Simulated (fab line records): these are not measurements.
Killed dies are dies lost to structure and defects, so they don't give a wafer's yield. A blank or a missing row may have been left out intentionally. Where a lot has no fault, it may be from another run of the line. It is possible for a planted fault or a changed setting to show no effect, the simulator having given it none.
8D (eight disciplines) problem report, filled in by code	flow berkeleyCmos170	the parts of the form that need people (team, actions taken, sign-off) are left out

== 1. WHAT IS WRONG ==
Mean of cathodeDcPowerW at UCB170_M3_SPUTTER_01: 5839.0 W across 6 wafers in 2 lots; on wafers with no fault it is 6000.1 W (standard deviation 1.1). That is -99 or more standard deviations from the usual mean.
The step: material Al, target thk 900 nm, time 120 s.
Earliest sighting: wafer L634.2 on pvdSputter-01 at day 12 00:15. At this step, 18 wafers from 6 lots have a number in the record. Rule for "out", or "out of limits": more than 4 standard deviations from the usual mean. All remaining wafers that have a number are taken as sound.

== 2. WHAT IT IS; WHAT IT IS NOT ==
question	is	is not
which readings at this step	cathodeDcPowerW	throttleValvePct
which lots	L634, L637	L625, L631, L639, L642
which wafers of those lots	all that have a number	-
read on which tools	pvdSputter-01	pvdSputter-02, pvdSputter-04
when	from day 12 00:15	up to then (6 sound wafers); but 6 sound wafers of L639, L642 came after

== 3. THE SUSPECTS, EACH WITH WHAT RULES IT OUT ==
Counting: a tool at any process step up to the reading remains a suspect when it ran all the lots that are out and ran no sound lot after the first of those.
- plasmaAsher-04 at UCB170_V2_STRIP_15 (strips in O2): ruled out as a lasting fault. Following L634 (day 11 23:58), the first lot on it that is out, the sound lots L639 were run on it.
- pvdSputter-01 at UCB170_M3_SPUTTER_01 (material Al, target thk 900 nm, time 120 s): kept. It processed each lot that is out, first L634 at day 12 00:15, and no sound lot thereafter; up to then, the last sound lot it processed was L631 at day 11 10:47. Its own readings are out on those wafers: cathodeDcPowerW.
Remaining after the count: pvdSputter-01 at UCB170_M3_SPUTTER_01.

== 4. THE CAUSE (what the simulator had put in) ==
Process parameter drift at UCB170_M3_SPUTTER_01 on pvdSputter-01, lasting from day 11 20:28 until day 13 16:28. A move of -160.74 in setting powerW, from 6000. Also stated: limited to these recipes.
Counting left only this tool.

== 5. THE EFFECT CHAIN, in route order ==
One row per reading whose mean, taken over the struck wafers that have a number, lies over 3 standard deviations from the usual. Only readings whose record carries a usual standard deviation are examined. hours: median over the lots of the time between each lot's start at the first step of this table that gives one and its start at this step. sigmas: the change, counted in usual standard deviations.
hours	step	reading	usual	on struck wafers	change	sigmas
0	UCB170_M3_SPUTTER_01	cathodeDcPowerW	6000.1 W	5839.0	-161.1	-99 or more
Its process steps:
- UCB170_M3_SPUTTER_01: material Al, target thk 900 nm, time 120 s.
Later measuring or inspecting steps at which every struck wafer that the step has a row for has a number for every such reading, and none has moved that far: UCB170_M3_RS_MEAS_02, UCB170_M3_THK_MEAS_03, UCB170_M3_CD_MEAS_15, UCB170_M3_OVL_MEAS_16.

== 6. WHAT WOULD HAVE CAUGHT IT SOONER ==
The fault began at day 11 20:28; the first out-of-limits reading in this record came at day 12 00:15, 4 hours later.
